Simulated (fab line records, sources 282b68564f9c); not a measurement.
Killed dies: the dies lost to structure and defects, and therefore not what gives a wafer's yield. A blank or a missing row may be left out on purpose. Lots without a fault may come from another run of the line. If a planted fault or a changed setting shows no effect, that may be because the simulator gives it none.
A lot that was struck, set against a sound lot -- flow rit-cmos -- 21 out of 202 route steps
Sound: wafers L477.3, L477.4, L477.5. Wafers struck: L482.4, L482.5, L482.6. The cause is named last.
Order at every step that has rows: each side's tool, ch and its chambers, its first start. Under that, the readings that differ: sound wafers -- struck wafers -- difference of the means -- sigmas: that difference in standard deviations of wafers without a fault.
alike: readings whose means differ by less than 2 such deviations, and words and numbers that are the same on both sides. not compared: withheld readings, readings that some wafer has no value for, bounds like >300 that may hide the same value, and numbers for which the record gives no deviation and whose values overlap.
The two part at a step that has a row with sigmas, a row that says differs or no value, or rows on one side only. When numbers do not overlap yet have no deviation, they are printed without sigmas and do not part them. A reading missing from all wafers of one side parts the sides only when that side holds two or more wafers.

first, 2 steps without rows for these wafers: RIT_NSD_HARDBAKE_07 (time 60 s); RIT_NSD_IMPLANT_08.
RIT_NSD_STRIP_09: strips in O2, time 180 s.
  sound on plasma-asher-03 ch 0,1, day 4 21:40; struck on plasma-asher-04 ch 0,1, day 6 10:21
  alike: drypump-motor-current-A, o2-flow-sccm
  not compared: rf-hours-counter-h
RIT_NSD_TW_MEAS_10:
  struck on film-metro-02, day 6 10:30; sound on film-metro-03, day 4 21:49
  alike: NSD_TW
then, 6 steps without rows for these wafers: RIT_PSD_HMDS_00 (prime time 60 s); RIT_PSD_COAT_01 (resist thk 1000 nm); RIT_PSD_SOFTBAKE_02 (time 60 s); RIT_PSD_EXPOSE_03 (exposes mask M10, target cd 40900 nm); RIT_PSD_PEB_04; RIT_PSD_DEVELOP_05 (develop time 50 s).
RIT_PSD_OVL_MEAS_06:
  struck on overlay-02, day 6 11:23; sound on overlay-01, day 4 22:43
  alike: PSD_OVL
then, 1 step without rows for these wafers: RIT_PSD_HARDBAKE_07 (time 60 s).
RIT_PSD_IMPLANT_08:
  sound on implanter-01 ch 0, day 4 22:56; struck on implanter-02 ch 0, day 6 11:43
reading,sound,struck,difference,sigmas
beam-energy-keV,27.011 27.012 27.002,30.505 30.507 30.522,+3.503,+99 or more
model.implant.rp-nm (nm),22 22 22,24.61 24.61 24.61,+2.61,
model.implant.drp-nm (nm),12.05 12.05 12.05,13.13 13.13 13.13,+1.08,
RIT_PSD_STRIP_09: strips in O2, time 180 s.
  sound on plasma-asher-04 ch 0,1, day 4 23:05; struck on plasma-asher-02 ch 0,1, day 6 11:55
  alike: drypump-motor-current-A, o2-flow-sccm
  not compared: rf-hours-counter-h
RIT_PSD_TW_MEAS_10:
  struck on film-metro-02, day 6 12:17; sound on film-metro-04, day 4 23:14
reading,sound,struck,difference,sigmas
PSD_TW,3427 3443 3436,3542 3554 3560,+117,+6
  not compared: hold
then, 2 steps without rows for these wafers: RIT_SDANNEAL_CLEAN_01 (cleans in dHF, time 30 s); RIT_SDANNEAL_CLEAN_02 (cleans in SC2, time 600 s).
RIT_SDANNEAL_RTA_03: time 5 s.
  the record has rows for the sound wafers here (rtp-anneal-02 ch 0, day 4 23:41) and none for the struck ones
RIT_SDANNEAL_RS_MEAS_04: the measuring method here is four-point-probe.
  the record holds rows for the sound wafers here (film-metro-04, day 4 23:46) but none for the struck ones
RIT_SDANNEAL_RS_MEAS_05: the measuring method here is four-point-probe.
  the record holds rows for the sound wafers here (film-metro-04, day 4 23:53) but none for the struck ones
RIT_M1_PROBE_99:
  the record holds rows for the sound wafers here (prober-02, day 5 07:43) but none for the struck ones

WHERE THEY PART
Earliest at RIT_PSD_IMPLANT_08; latest, in this record, at RIT_M1_PROBE_99.

WHY: whatever the simulator had introduced
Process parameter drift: implanter-02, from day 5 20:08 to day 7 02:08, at RIT_PSD_IMPLANT_08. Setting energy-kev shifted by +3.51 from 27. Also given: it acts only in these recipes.
